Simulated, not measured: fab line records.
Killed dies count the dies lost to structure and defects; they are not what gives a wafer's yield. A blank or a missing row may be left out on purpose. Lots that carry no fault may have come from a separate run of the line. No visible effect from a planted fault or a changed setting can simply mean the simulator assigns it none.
Split-lot experiment ; flow rit cmos ; 24 wafers read across 5 lots, on a route 202 steps long

## SPLIT DETAILS
At RIT_GATE_DEVELOP_15 (develop time 50 s), the setting develop time s was moved away from the recipe's 50 s on 7 of the 24 wafers read, by -46.9% to +17.6%. For the rest of the wafers, this setting stayed at what the recipe calls for.

## FROM THE SPLIT TO THE READING: what the file shows between them, 11 steps
- RIT_SDANNEAL_RTA_03: time 5 s (also split here: time s)
- RIT_SDANNEAL_RS_MEAS_04: measures by four-point-probe
- RIT_SDANNEAL_RS_MEAS_05: measures by four-point-probe
- RIT_SDANNEAL_RS_MEAS_06: measures by four-point-probe
- RIT_CONTACT_CVD_00: deposits SiO2 from TEOS, target thk 400 nm, time 61 s (also split here: time s)
- RIT_CONTACT_THK_MEAS_01
- RIT_CONTACT_HMDS_02: prime time 60 s
- RIT_CONTACT_COAT_03: resist thk 1000 nm
- RIT_CONTACT_HARDBAKE_10: time 60 s
- RIT_CONTACT_ETCH_11: etches SiO2 in CHF3/CF4/Ar, stops on TiSi2, target depth 480 nm, time 320 s
- RIT_M1_ANNEAL_15: time 1800 s (also split here: time s)

## THE READING
In nm, at RIT_M1_PROBE_99: etest.npoly line.width nm, which is the simulator's own figure and was read by no gauge. The file gives no usual value for it. Average 100.18 nm, standard deviation 2.2 nm, over the 17 wafers here run with the recipe.

wafer;tool, chamber at the split;develop time s as run, s;against the recipe;etest.npoly line.width nm, nm;against lot-mates on the recipe
L075.1;litho track-04, 0;50;recipe;100.9;-
L075.3;litho track-04, 0;50;recipe;99.75;-
L075.4;litho track-04, 0;50;recipe;99.11;-
L076.1;litho track-02, 0;58.79;+17.6%;75.45;-26.88
L076.2;litho track-02, 0;58.79;+17.6%;73.69;-28.64
L076.3;litho track-02, 0;50;recipe;101;-
L076.4;litho track-02, 0;50;recipe;103.2;-
L076.5;litho track-02, 0;50;recipe;102.8;-
L076.6;litho track-02, 0;58.79;+17.6%;73.7;-28.63
L077.1;litho track-03, 0;50;recipe;96.45;-
L077.2;litho track-03, 0;50;recipe;96.58;-
L077.3;litho track-03, 0;50;recipe;99.98;-
L077.4;litho track-03, 0;50;recipe;96.38;-
L077.5;litho track-03, 0;50;recipe;99.69;-
L077.6;litho track-03, 0;50;recipe;97.71;-
L080.1;litho track-04, 0;50;recipe;102.8;-
L080.3;litho track-04, 0;50;recipe;101.4;-
L080.4;litho track-04, 0;39.57;-20.9%;144.4;+42.30
L083.1;litho track-03, 0;50;recipe;102.7;-
L083.2;litho track-03, 0;26.57;-46.9%;225.2;+123.43
L083.3;litho track-03, 0;26.57;-46.9%;221.9;+120.13
L083.4;litho track-03, 0;26.57;-46.9%;222.4;+120.63
L083.5;litho track-03, 0;50;recipe;101.8;-
L083.6;litho track-03, 0;50;recipe;100.8;-

THE FIT
A straight line over all 24 wafers: etest.npoly line.width nm changes by -2.42 nm for each +1% of develop time s; r = -0.99; the points scatter about the line by 6.8 nm.
The same after taking each lot's own level away (the mean of its wafers on the recipe; 24 wafers): -2.41 nm for each +1%; r = -0.99; scatter 5.9 nm.
On that fit, the largest move of develop time s shifts the reading by 1.1e+02 nm.
The lots' own levels span 97.798 to 102.333 nm, that is 2.0 times the standard deviation above.
The two slopes agree, so the slope changes little with the lot-to-lot level.
Check: with one of the wafers moved furthest among these (-46.9%) left out of the fit, the line predicts +112 nm for it against its lot-mates. It came out at +123 nm against them.

## ADDITIONAL SPLITS CARRIED BY THESE WAFERS
Other splits were also applied to these wafers ahead of the reading. Each is held against what the fit with the lots' levels taken away leaves over:
other split on the same wafers;wafers away from the commonest value;r with etest.npoly line.width nm (lot level and that fit taken away)
RIT_ACTIVE_DEVELOP_10 develop time s;11;-0.34
RIT_FOX2_WET_ETCH_03 time s;12;-0.01
RIT_SDANNEAL_RTA_03 time s;10;-0.14
RIT_CONTACT_CVD_00 time s;9;-0.44
RIT_M1_ANNEAL_15 time s;15;+0.28

## THE WHOLE CHAIN: every reading that the file lists as answering this split, in the file's order
step;what it does;reading;change (the file's fit);r (the file's)
RIT_M1_PROBE_99;;etest.pmos turned.r on ohm um (the simulator's own value, which no gauge read);-58.3 for each +1% of the setting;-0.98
RIT_M1_PROBE_99;;etest.pmos_0p3.r on ohm um (the simulator's own value, which no gauge read);-57.4 for each +1% of the setting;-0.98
RIT_M1_PROBE_99;;etest.pmos_0p15.r on ohm um (the simulator's own value, which no gauge read);-57.4 for each +1% of the setting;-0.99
RIT_M1_PROBE_99;;etest.nmos_0p3.r on ohm um (the simulator's own value, which no gauge read);-16.6 for each +1% of the setting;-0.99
RIT_M1_PROBE_99;;etest.nmos_0p15.r on ohm um (the simulator's own value, which no gauge read);-16.9 for each +1% of the setting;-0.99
RIT_M1_PROBE_99;;etest.nmos_0p15.drive ua um (the simulator's own value, which no gauge read);+5.05 for each +1% of the setting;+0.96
RIT_M1_PROBE_99;;etest.ppoly line.width nm (the simulator's own value, which no gauge read);-2.44 nm for each +1% of the setting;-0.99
RIT_M1_PROBE_99;;etest.npoly line.width nm (the simulator's own value, which no gauge read);-2.44 nm for each +1% of the setting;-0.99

## FILE'S OWN FIT
etest.npoly line.width nm changes by -2.44 nm for each +1% of develop time s, r = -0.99.
